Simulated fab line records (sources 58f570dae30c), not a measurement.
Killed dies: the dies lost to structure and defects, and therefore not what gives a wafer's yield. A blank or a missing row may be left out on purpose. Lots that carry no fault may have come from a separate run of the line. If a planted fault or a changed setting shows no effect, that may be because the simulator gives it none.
Comparing a struck lot with a sound one / flow berkeley cmos170 / 14 steps out of a route of 331
Sound: these wafers, L748.1, L748.3, L748.5. Wafers L756.2, L756.3, L756.5 were the ones struck. The cause comes at the end.
For every step that has rows: the tool of each side, followed by ch and its chambers, followed by its first start. Under that, the readings that differ: sound wafers / struck wafers / difference of the means / sigmas: that difference in standard deviations of wafers without a fault.
alike: a reading whose means differ by less than 2 such deviations, as well as words and numbers matching on both sides. not compared: withheld readings; readings where some wafer has no value; bounds like >300 that might hide an equal value; numbers whose values overlap and for which the record gives no deviation.
The two part at a step that has a row with sigmas, a row that says differs or no value, or rows on one side only. Non-overlapping numbers with no deviation appear without sigmas and do not part them. Lack of a reading on every wafer of one side parts them only where that side has two or more wafers.

first, 2 steps without rows for these wafers: UCB170_GATE_ANNEAL_03 (time 1800 s); UCB170_GATE_CVD_04 (deposits poly-Si from SiH4, time 1440 s, target thk 214 nm).
UCB170_GATE_THK_MEAS_05:
  sound on film metro-02, day 7 10:56; struck on film metro-04, day 8 19:33
  alike: GATE_POLY_THK
then, 6 steps without rows for these wafers: UCB170_GATE_COAT_06; UCB170_GATE_COAT_07 (resist thk 900 nm); UCB170_GATE_SOFTBAKE_08 (time 60 s); UCB170_GATE_EXPOSE_09 (exposes mask POLY, target cd 350 nm); UCB170_GATE_PEB_10; UCB170_GATE_DEVELOP_11 (develop time 45 s).
UCB170_GATE_CD_MEAS_12: the cd target is 350 nm.
  sound on cd sem-01, day 7 12:22; struck on cd sem-02, day 8 20:32
  alike: cd nm
UCB170_GATE_OVL_MEAS_13:
  sound on overlay-01, day 7 12:29; struck on overlay-01, day 8 20:38
  alike: GATE_OVL
UCB170_GATE_ETCH_14: etches BARC in N2/H2.
  sound on rie diel-01 ch 1,2, day 7 12:32; struck on rie diel-01 ch 0,1,2, day 8 20:40
  alike: drypump motor current A, oes product au, throttle valve pct
UCB170_GATE_ETCH_15: etches poly-Si in HBr/Cl2, stops on SiO2, time 56.3 s, target depth 278.2 nm.
  sound on rie si-02 ch 0,2, day 7 12:34; struck on rie si-02 ch 0,3, day 8 20:43
reading=oes product au (a.u.); sound=0.830 0.819 0.827; struck=1.016 1.006 1.014; difference=+0.187; sigmas=+19
reading=run length s (s); sound=85.4 85.2 85.4; struck=62.3 63.1 62.8; difference=-22.6; sigmas=-40
reading=model.KrF_of_GATE_COAT_07.thk nm (nm); sound=773.9 773.6 773.5; struck=817.5 816.2 816.3; difference=+43.0; sigmas=
reading=model.GATE.feature depth nm (nm); sound=213.9 214.5 212.8; struck=170.3 169.6 170.1; difference=-43.7; sigmas=
reading=model.etch.depth nm (nm); sound=213.9 214.5 212.8; struck=170.3 169.6 170.1; difference=-43.7; sigmas=
  alike: drypump motor current A, throttle valve pct
  not compared: rf hours counter h
UCB170_GATE_STRIP_16: strips in O2.
  sound on plasma asher-04 ch 0,1, day 7 12:37; struck on plasma asher-02 ch 1, day 8 20:46
  alike: drypump motor current A, oes product au
  not compared: rf hours counter h

## WHERE THEY PART
Within this record, at UCB170_GATE_ETCH_15 only. Later steps at which nothing parts them and some readings are alike: UCB170_GATE_STRIP_16.

WHY: whatever the simulator had introduced
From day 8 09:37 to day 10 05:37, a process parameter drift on rie si-02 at UCB170_GATE_ETCH_15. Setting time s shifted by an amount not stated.
